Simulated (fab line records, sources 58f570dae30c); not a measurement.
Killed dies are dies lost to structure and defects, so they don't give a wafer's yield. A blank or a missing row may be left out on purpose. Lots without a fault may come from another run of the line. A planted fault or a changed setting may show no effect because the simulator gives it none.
A struck lot beside a sound one | flow berkeley_cmos170 | 15 steps out of a route of 331
Sound: wafers L437.1, L437.4, L437.6. Struck: wafers L447.2, L447.3, L447.5. The cause comes at the end.
At each step with rows: each side's tool, then ch and its chambers, then its first start. Under that, the readings that differ: sound wafers | struck wafers | difference of the means | sigmas: that difference in standard deviations of wafers without a fault.
alike: readings whose means differ by less than 2 such deviations, and words and numbers that are the same on both sides. not compared: withheld readings, readings that some wafer has no value for, bounds like >300 that may hide the same value, and numbers for which the record gives no deviation and whose values overlap.
The two part at a step that has a row with sigmas, a row that says differs or no value, or rows on one side only. Numbers that don't overlap but have no deviation are shown without sigmas and don't part them. A reading that every wafer of one side lacks parts them only if that side has two wafers or more.

first, 2 steps without rows for these wafers: UCB170_GATE_ANNEAL_03 (time 1800 s); UCB170_GATE_CVD_04 (deposits poly-Si from SiH4, time 1440 s, target thk 214 nm).
UCB170_GATE_THK_MEAS_05:
  sound on film_metro-04, day 6 15:13; struck on film_metro-03, day 9 05:31
  alike: GATE_POLY_THK
then, 6 steps without rows for these wafers: UCB170_GATE_COAT_06; UCB170_GATE_COAT_07 (resist thk 900 nm); UCB170_GATE_SOFTBAKE_08 (time 60 s); UCB170_GATE_EXPOSE_09 (exposes mask POLY, target cd 350 nm); UCB170_GATE_PEB_10; UCB170_GATE_DEVELOP_11 (develop time 45 s).
UCB170_GATE_CD_MEAS_12: target cd 350 nm.
  sound on cd_sem-01, day 6 17:21; struck on cd_sem-01, day 9 06:34
  alike: cd_nm
UCB170_GATE_OVL_MEAS_13:
  sound on overlay-01, day 6 17:28; struck on overlay-01, day 9 06:40
  alike: GATE_OVL
UCB170_GATE_ETCH_14: etches BARC in N2/H2.
  sound on rie_diel-02 ch 1,2, day 6 17:30; struck on rie_diel-01 ch 1,2,3, day 9 06:41
  alike: drypump_motor_current_A, oes_product_au, rf_fwd_power_W, throttle_valve_pct
UCB170_GATE_ETCH_15: etches poly-Si in HBr/Cl2, stops on SiO2, time 56.3 s, target depth 278.2 nm.
  sound on rie_si-01 ch 1,2,3, day 6 17:32; struck on rie_si-01 ch 0,1,2, day 9 06:44
  reading                               | sound             | struck            | difference | sigmas
  oes_product_au (a.u.)                 | 0.813 0.847 0.818 | 0.969 0.928 0.965 | +0.128     | +12
  over_etch_frac                        | 0.3 0.3 0.3       | 0.06 0.06 0.06    | -0.24      |
  model.KrF_of_GATE_COAT_07.thk_nm (nm) | 773 773.1 775.4   | 798.3 797.3 794.1 | +22.7      |
  alike: HBr_flow_sccm, drypump_motor_current_A, rf_fwd_power_W, throttle_valve_pct
  not compared: rf_hours_counter_h
UCB170_GATE_STRIP_16: strips in O2.
  sound on plasma_asher-02 ch 0, day 6 17:35; struck on plasma_asher-01 ch 0,1, day 9 06:47
  alike: drypump_motor_current_A, oes_product_au
  not compared: rf_hours_counter_h
UCB170_M3_PROBE_99:
  sound on prober-02, day 8 21:28; struck on prober-02, day 10 23:41
  reading                                          | sound                | struck              | difference | sigmas
  model.etest.pldd.rs_ohm_sq                       | 1081 1106 1119       | 1155 1162 1167      | +59        |
  model.etest.nldd.rs_ohm_sq                       | 765.7 772.6 772      | 791.5 786 789.5     | +18.9      |
  model.etest.poly_comb_over_steps.leak_log10_a_um | -12.81 -12.82 -12.72 | -5.548 -5.224 -6.16 | +7.139     |
  alike: model.etest.poly_comb_over_steps.over_limit
  not compared: model.etest.antenna_poly.vt_shift_v

WHERE THEY PART
Only at UCB170_GATE_ETCH_15, within this record. Later steps at which nothing parts them and some readings are alike: UCB170_GATE_STRIP_16, UCB170_M3_PROBE_99.

WHY: what the simulator had put in
Process parameter drift: rie_si-01, from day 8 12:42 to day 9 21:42, at UCB170_GATE_ETCH_15. Setting over_etch_frac, moved by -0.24, from 0.3.
